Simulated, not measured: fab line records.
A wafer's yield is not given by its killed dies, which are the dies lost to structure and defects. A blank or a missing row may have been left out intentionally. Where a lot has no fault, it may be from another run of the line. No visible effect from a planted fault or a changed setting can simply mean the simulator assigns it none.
Which tool was responsible? | flow berkeley_cmos170 | 21 wafers sampled from 7 lots at 1 step of a route of 331

## WHAT EACH GAUGE READ, for each wafer
UCB170_SILICIDE_RS_MEAS_02: measurement is done with a four-point probe.
lot  | measured     | on            | SILICIDE_TI_RS (ohm/sq)
L471 | day 8 04:58  | film_metro-03 | 26.3 26.5 26.5
L472 | day 8 12:33  | film_metro-03 | 26.0 26.2 25.8
L479 | day 9 22:15  | film_metro-02 | 25.7 25.1 25.5
L484 | day 11 04:02 | film_metro-04 | 26.2 25.8 26.4
L487 | day 11 15:01 | film_metro-02 | 26.3 25.9 25.9
L491 | day 13 05:13 | film_metro-03 | 26.8 26.7 26.8
L493 | day 13 14:16 | film_metro-04 | 26.9 27.3 26.9

## WHAT TOOL EACH LOT RAN ON (gives the tool, then ch and the chambers of the sampled wafers, and finally the start)
Before these readings, the record contains no process step.

## THE ANSWER, worked out from the rows above alone
Rule: usual is defined by the lots themselves. Put in order of their means at a reading, lots are off if they are a third of the lots or fewer, leave a main group of 4 or more, and stand apart from it by a gap of 3 or more times the standard deviation of the main group's means; of several such gaps the widest counts. A main group whose means are all the same, to the digits that the tables above print for the reading, isn't used. A lot without any number at a reading at which 4 lots or more have one is off too. Any other lot the step has rows for is counted as sound.
No lot is off at any reading shown: from this, nothing can be told.

## WHAT THE SIMULATOR HAD INSERTED
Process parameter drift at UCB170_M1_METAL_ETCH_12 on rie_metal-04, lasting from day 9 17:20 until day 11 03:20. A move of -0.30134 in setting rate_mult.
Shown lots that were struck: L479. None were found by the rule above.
